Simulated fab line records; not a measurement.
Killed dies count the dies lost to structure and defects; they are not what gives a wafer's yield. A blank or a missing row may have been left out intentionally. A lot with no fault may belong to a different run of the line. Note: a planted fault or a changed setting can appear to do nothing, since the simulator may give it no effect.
fab line records	flow rit-cmos
[record] lots = 6	wafers = 18	last-day = 8
route steps=202 shown FOX2@24 NWELL@28 M1@202
lots untouched by any fault: they come from a run of this same line in which no faults occurred
start-h: hours from the record's opening day to when the first of the lot's shown wafers began	wait-h: hours elapsed since this lot's preceding step	" same as the row above	L1.1+2: several wafers, shown together as one row	- no value, or no start was given	* or withheld: withheld	< > ~ a bound
route shown NAME@n: names a module that has steps shown in the file, with the first one's number in the route	usual: average and standard deviation across the fault-free wafers	same: alike in all rows	chamber/n: place in a boat	sites: each site's reading	_std_site: the values' standard deviation	_edge_site: outer sites' mean less inner sites'	radius-mm: for every site, how far away it sits from the centre of the wafer	mask NAME#n: copy n	behind: the tool/chamber that last shaped the wafer	hold: cause of the lot's hold/its duration in hours/its outcome	device: the n, p or np transistor that did not switch	end of line: tests of these same wafers at the route's end	a step without rows: its recipe alone	killed: count of dies lost to structure and defects at first sort (not the wafer's yield)	map: the dies of a wafer, with x for killed, . for not killed, _ for no die there
set.NAME: the setting the step ran with; set.NAME@STEP: the setting that earlier step ran with	model.NAME: the simulator's own value behind a step, which no gauge read
a table for each step, a row for each wafer; lots at some steps of the route
services: from which hour (start-h, from the record's first day; less than 0 if before it) a tool's chamber was out of use, for how many hours, and why
[[steps]]
[step RIT_FOX2_THK_MEAS_01]
[recipe] reads = SiO2_of_FOX2_OXIDATION_00
[usual] FOX2_OXIDE_THK = 351/6.7
lot.wafer	tool	chamber	start-h	wait-h	FOX2_OXIDE_THK[nm]
L351.1	film-metro-01	-	29.55	0.0	356
L351.3	"	-	"	"	363
L351.6	"	-	"	"	355
L353.2	film-metro-04	-	41.04	0.0	350
L353.3	"	-	"	"	350
L353.6	"	-	"	"	349
L363.1	film-metro-01	-	93.37	0.0	359
L363.2	"	-	"	"	354
L363.5	"	-	"	"	357
L364.4	film-metro-01	-	97.26	0.0	354
L364.5	"	-	"	"	346
L364.6	"	-	"	"	348
L367.1	film-metro-01	-	114.96	0.0	356
L367.4	"	-	"	"	354
L367.5	"	-	"	"	354
L369.2	film-metro-01	-	126.50	0.0	352
L369.3	"	-	"	"	346
L369.5	"	-	"	"	351
[step RIT_FOX2_CLEAN_02]
[recipe] chemistry = dHF	dilution = 50:1	time-s = 180
[step RIT_FOX2_WET_ETCH_03]
[recipe] chemistry = H3PO4	target = Si3N4	target-depth-nm = 195	temp-c = 165	time-s = 2700
[step RIT_FOX2_THK_MEAS_90]
[recipe] reads = SiO2_of_FOX2_OXIDATION_00
[usual] FIELD_OXIDE_LEFT_1_THK = 323/6.8
lot.wafer	tool	chamber	start-h	wait-h	FIELD_OXIDE_LEFT_1_THK[nm]
L351.1	film-metro-01	-	30.44	0.0	328
L351.3	"	-	"	"	336
L351.6	"	-	"	"	327
L353.2	film-metro-01	-	41.92	0.0	323
L353.3	"	-	"	"	323
L353.6	"	-	"	"	322
L363.1	film-metro-04	-	94.24	0.0	332
L363.2	"	-	"	"	327
L363.5	"	-	"	"	330
L364.4	film-metro-03	-	98.14	0.0	327
L364.5	"	-	"	"	319
L364.6	"	-	"	"	321
L367.1	film-metro-04	-	115.84	0.0	329
L367.4	"	-	"	"	327
L367.5	"	-	"	"	327
L369.2	film-metro-03	-	127.38	0.0	325
L369.3	"	-	"	"	319
L369.5	"	-	"	"	323
[step RIT_NWELL_HMDS_00]
[recipe] prime-time-s = 60	prime-temp-c = 140
[step RIT_NWELL_COAT_01]
[recipe] resist = NOVOLAK	spin-rpm = 2000	resist-thk-nm = 1300
[step RIT_NWELL_SOFTBAKE_02]
[recipe] resist = NOVOLAK	temp-c = 90	time-s = 60
[step RIT_NWELL_EXPOSE_03]
[recipe] mask-id = M2	na = 0.57	target-cd-nm = 43900	dose-mj = 250
[step RIT_NWELL_PEB_04]
[recipe] resist = NOVOLAK	temp-c = withheld	time-s = withheld
[step RIT_NWELL_DEVELOP_05]
[recipe] resist = NOVOLAK	develop-time-s = 68	dev-temp-c = 23
[step RIT_NWELL_OVL_MEAS_06]
[usual] NWELL_OVL = -0.4/1.3
lot.wafer	tool	chamber	start-h	wait-h	NWELL_OVL[nm]
L351.1	overlay-01	-	31.38	-	-2.2
L351.3	"	-	"	"	0.1
L351.6	"	-	"	"	-1.6
L353.2	overlay-01	-	43.07	-	-0.2
L353.3	"	-	"	"	-1.1
L353.6	"	-	"	"	-0.3
L363.1	overlay-02	-	95.28	-	0.1
L363.2	"	-	"	"	-2.1
L363.5	"	-	"	"	0.6
L364.4	overlay-01	-	99.19	-	0.9
L364.5	"	-	"	"	1.1
L364.6	"	-	"	"	-0.6
L367.1	overlay-02	-	116.91	-	1.0
L367.4	"	-	"	"	0.0
L367.5	"	-	"	"	0.5
L369.2	overlay-01	-	128.44	-	0.1
L369.3	"	-	"	"	0.8
L369.5	"	-	"	"	-0.2
[step RIT_NWELL_HARDBAKE_07]
[recipe] resist = NOVOLAK	temp-c = 140	time-s = 120
[step RIT_NWELL_IMPLANT_08]
[recipe] species = P	energy-kev = 170	dose-cm2 = 5e+13	tilt-deg = 7
[usual] beam-energy-keV = 170.00/0.048
lot.wafer	tool	chamber	start-h	wait-h	beam-energy-keV	model.implant.rp-nm	model.implant.drp-nm
L351.1	implanter-01	0	31.67	0.2	170.07	212.7	68.82
L351.3	"	0	"	"	169.86	212.7	68.82
L351.6	"	0	"	"	169.95	212.7	68.82
L353.2	implanter-03	0	43.37	0.2	170.03	221.8	68.82
L353.3	"	0	"	"	170.01	221.8	68.82
L353.6	"	0	"	"	169.98	221.8	68.82
L363.1	implanter-02	0	95.56	0.2	169.88	214	68.82
L363.2	"	0	"	"	169.99	214	68.82
L363.5	"	0	"	"	169.94	214	68.82
L364.4	implanter-01	0	99.53	0.2	139.50	174.1	59.23
L364.5	"	0	"	"	139.38	174.1	59.23
L364.6	"	0	"	"	139.42	174.1	59.23
L367.1	implanter-03	0	117.19	0.2	170.00	219.5	68.82
L367.4	"	0	"	"	170.00	219.5	68.82
L367.5	"	0	"	"	169.87	219.5	68.82
L369.2	implanter-01	0	128.75	0.2	139.50	172.1	59.23
L369.3	"	0	"	"	139.43	172.1	59.23
L369.5	"	0	"	"	139.47	172.1	59.23
[step RIT_NWELL_STRIP_09]
[recipe] chemistry = O2	time-s = 180	resist = NOVOLAK	platen-temp-c = withheld	power-w = 500	pressure-mtorr = 4000	o2-flow-sccm = 4000
[usual] drypump-motor-current-A = 5.9/0.48	rf-refl-power-W = 7.3/0.84
lot.wafer	tool	chamber	start-h	wait-h	drypump-motor-current-A	rf-hours-counter-h	rf-refl-power-W
L351.1	plasma-asher-04	1	31.82	0.1	5.9	40	6.7
L351.3	"	1	"	"	5.9	-	6.2
L351.6	"	1	"	"	5.9	-	6.6
L353.2	plasma-asher-03	0	43.50	0.1	6.4	27	8.0
L353.3	"	0	"	"	6.4	-	7.7
L353.6	"	1	"	"	5.9	-	7.7
L363.1	plasma-asher-01	1	95.71	0.1	6.0	42	7.4
L363.2	"	0	"	"	4.8	42	8.1
L363.5	"	1	"	"	6.0	-	7.5
L364.4	plasma-asher-04	0	99.67	0.1	5.8	-	5.8
L364.5	"	0	"	"	5.8	-	5.8
L364.6	"	1	"	"	5.9	-	6.5
L367.1	plasma-asher-03	1	117.34	0.1	6.0	36	7.9
L367.4	"	0	"	"	6.4	-	7.8
L367.5	"	1	"	"	5.9	-	7.8
L369.2	plasma-asher-01	0	128.87	0.1	4.7	45	7.9
L369.3	"	1	"	"	6.0	-	7.4
L369.5	"	0	"	"	4.8	-	8.3
[step RIT_NWELL_TW_MEAS_10]
[usual] NWELL_TW = 2149/30
lot.wafer	tool	chamber	start-h	wait-h	hold	NWELL_TW
L351.1	film-metro-03	-	31.99	0.1	-	2183
L351.3	"	-	"	"	-	2179
L351.6	"	-	"	"	-	2179
L353.2	film-metro-03	-	43.68	0.1	-	2171
L353.3	"	-	"	"	-	2172
L353.6	"	-	"	"	-	2169
L363.1	film-metro-01	-	95.89	0.1	-	2106
L363.2	"	-	"	"	-	2110
L363.5	"	-	"	"	-	2109
L364.4	film-metro-01	-	99.81	0.1	await-dispo/0.2h/release	2034
L364.5	"	-	"	"	await-dispo/0.2h/release	2030
L364.6	"	-	"	"	await-dispo/0.2h/release	2024
L364.4	film-metro-01	-	100.04	0.2	-	2018
L364.5	"	-	"	"	-	2028
L364.6	"	-	"	"	-	2024
L367.1	film-metro-03	-	117.52	0.1	-	2169
L367.4	"	-	"	"	-	2175
L367.5	"	-	"	"	-	2167
L369.2	film-metro-03	-	129.06	0.1	-	2070
L369.3	"	-	"	"	-	2097
L369.5	"	-	"	"	-	2100
[step RIT_M1_PROBE_99]
[usual] killed-at-contacts = 0.0/0.22	killed-at-front-end = 6.6/2.7	killed-dies = 6.7/2.7	killed-open = 3.4/2	killed-short = 3.2/1.8
[same] gross-dies = 264	killed_at_M0_to_M3 = 0	killed_at_M4_up = 0	killed-at-back-side = 0	killed-at-other = 0
lot.wafer	tool	chamber	start-h	wait-h	killed-at-contacts	killed-at-front-end	killed-dies	killed-open	killed-short	model.etest.nwell-pinched.rs-ohm-sq	model.etest.well-edge-right.line-ohm-um	model.etest.well-edge-left.line-ohm-um	model.etest.field-p-metal.vt-v	model.etest.field-p.vt-v	model.etest.iso-nwell-nwell.bv-v	model.etest.pmos-narrow.vt-less-v
L351.1	prober-02	-	71.24	0.1	0	2	2	0	2	338.2	182.8	183.5	-28.51	-12.69	22.05	0.01963
L351.3	prober-02	-	71.34	0.2	1	2	3	0	3	337.3	181.1	181.9	-28.75	-12.75	21.65	0.02147
L351.6	prober-02	-	71.49	0.2	0	2	2	0	2	338.2	183.4	182.6	-29.03	-12.69	21.92	0.02264
L353.2	prober-02	-	82.70	0.1	0	6	6	3	3	335.2	181.2	182.7	-30.81	-13.36	22.06	0.01979
L353.3	prober-02	-	82.75	0.2	0	6	6	3	3	337.1	179.3	180.7	-31.04	-13.36	22.09	0.01937
L353.6	prober-02	-	82.90	0.2	0	5	5	5	0	335.6	180.4	181.9	-31.5	-13.4	22.03	0.01737
L363.1	prober-02	-	139.97	0.1	0	13	13	6	5	341.4	181.8	183.3	-28.43	-12.89	22.55	0.02146
L363.2	prober-02	-	140.02	0.1	0	6	6	2	2	342.6	183	182.2	-28.66	-12.83	22.1	0.02376
L363.5	prober-02	-	140.17	0.2	0	7	7	1	5	339.2	181.7	183.2	-29.17	-12.91	22.32	0.02491
L364.4	prober-01	-	145.31	0.2	0	4	4	1	1	-	-	-	-	-	-	-
L364.5	prober-01	-	145.36	0.2	0	10	10	2	6	-	-	-	-	-	-	-
L364.6	prober-01	-	145.41	0.2	0	8	8	5	2	-	-	-	-	-	-	-
L367.1	prober-02	-	166.38	0.1	0	8	8	4	4	332.4	183.7	180.8	-29.75	-13.13	22.07	0.02215
L367.4	prober-02	-	166.53	0.2	0	9	9	5	4	329.2	180	179.4	-30.42	-13.2	22.13	0.01903
L367.5	prober-02	-	166.58	0.2	0	11	11	6	5	336.2	180.3	180.2	-30.26	-13.2	22.24	0.01979
L369.2	prober-01	-	181.72	0.1	0	6	6	2	4	350.5	188.2	186.9	-25.96	-11.25	22.88	0.02675
L369.3	prober-01	-	181.77	0.2	0	2	2	2	0	349.9	186.3	183.7	-25.46	-11.08	22.74	0.03028
L369.5	prober-01	-	181.87	0.2	0	4	4	2	2	349.3	185	185.9	-26.11	-11.24	22.7	0.02869
// killed by level:class
L351.1 GATE:geometric-particle:short=1 REOX:geometric-particle:short=1
L351.3 GATE:geometric-particle:short=2 CONTACT:geometric-particle:short=1
L351.6 GATE:geometric-particle:short=1 SILICIDE:geometric-particle:short=1
L353.2 GATE:geometric-particle:short=2 GATE:geometric-particle:open=2 FOX1:geometric-particle:open=1 SPACER:geometric-particle:short=1
L353.3 GATE:geometric-particle:open=2 FOX1:geometric-particle:short=1 FOX2:geometric-particle:short=1 SPACER:geometric-particle:short=1 SILICIDE:geometric-particle:open=1
L353.6 FOX1:geometric-particle:open=2 REOX:geometric-particle:open=2 FOX2:geometric-particle:open=1
L363.1 GATE:geometric-particle:short=2 GATE:geometric-particle:open=2 REOX:geometric-particle:open=2 SPACER:geometric-particle:short=2 PSD:coat-microbubble-printed=2 FOX1:geometric-particle:open=1 FOX2:geometric-particle:short=1 SPACER:geometric-particle:open=1
L363.2 PSD:coat-microbubble-printed=2 FOX1:geometric-particle:short=1 GATE:geometric-particle:short=1 GATE:geometric-particle:open=1 REOX:geometric-particle:open=1
L363.5 SPACER:geometric-particle:short=3 GATE:geometric-particle:short=2 GATE:geometric-particle:open=1 PSD:coat-microbubble-printed=1
L364.4 NSD:coat-microbubble-printed=2 FOX2:geometric-particle:short=1 SILICIDE:geometric-particle:open=1
L364.5 REOX:geometric-particle:short=3 GATE:geometric-particle:short=2 NSD:coat-microbubble-printed=2 ACTIVE:geometric-particle:open=1 FOX1:geometric-particle:short=1 GATE:geometric-particle:open=1
L364.6 FOX1:geometric-particle:open=2 FOX2:geometric-particle:open=2 FOX1:geometric-particle:short=1 GATE:geometric-particle:open=1 GATE:geometric-particle:short=1 NSD:coat-microbubble-printed=1
L367.1 GATE:geometric-particle:short=3 GATE:geometric-particle:open=2 REOX:geometric-particle:open=1 REOX:geometric-particle:short=1 SILICIDE:geometric-particle:open=1
L367.4 GATE:geometric-particle:open=3 FOX1:geometric-particle:open=2 GATE:geometric-particle:short=2 FOX1:geometric-particle:short=1 REOX:geometric-particle:short=1
L367.5 GATE:geometric-particle:open=6 GATE:geometric-particle:short=2 SPACER:geometric-particle:short=2 REOX:geometric-particle:short=1
L369.2 SPACER:geometric-particle:short=2 FOX2:geometric-particle:short=1 GATE:geometric-particle:open=1 SPACER:geometric-particle:open=1 SILICIDE:geometric-particle:short=1
L369.3 GATE:geometric-particle:open=1 SILICIDE:geometric-particle:open=1
L369.5 FOX1:geometric-particle:open=1 GATE:geometric-particle:open=1 GATE:geometric-particle:short=1 SPACER:geometric-particle:short=1
[[services]]
tool	chamber	start-h	hours	kind
implanter-03	-	15.53	19.5	pm
implanter-01	-	70.07	1.7	repair
plasma-asher-01	-	103.33	0.4	repair
implanter-03	-	108.03	3.6	pm
plasma-asher-04	-	108.75	9.0	pm
plasma-asher-04	0	108.75	9.0	vent-cycle
plasma-asher-04	1	108.75	9.0	vent-cycle
plasma-asher-04	0	117.75	-	clean
plasma-asher-04	1	117.75	-	clean
[[key]]
[first-sign] step = RIT_NWELL_IMPLANT_08	reading = beam-energy-keV	direction = down	sigmas = 99+	usual = 170.00	struck = 139.45
[effect] step = RIT_NWELL_TW_MEAS_10	reading = visit	direction = added
[model-effect] step = RIT_NWELL_IMPLANT_08	value = implant.rp-nm	without = 212.6	struck = 173.1
[model-effect] step = RIT_M1_PROBE_99	value = etest.nwell-pinched.rs-ohm-sq	without = 341.6	struck = 349.9
met-at RIT_NWELL_IMPLANT_08
struck-wafers L364.4,L364.5,L364.6,L369.2,L369.3,L369.5
tester-left-out L364,L369
onset-between 31.67 99.53
[fault] kind = process-parameter-drift	tool = implanter-01	chamber = -	onset-h = 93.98	steps = RIT_NWELL_IMPLANT_08	channel = energy-kev	offset = -30.6	shape = step	end-h = 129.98	acts-in = these-recipes-only	stated = 170
// tester-left-out: of these lots the tester's yield and bins aren't shown, on N5 and GAA mostly nor the transistor test; their killed dies are dies lost to structure and defects alone, not to doping, threshold or leakage, so they don't give the yield
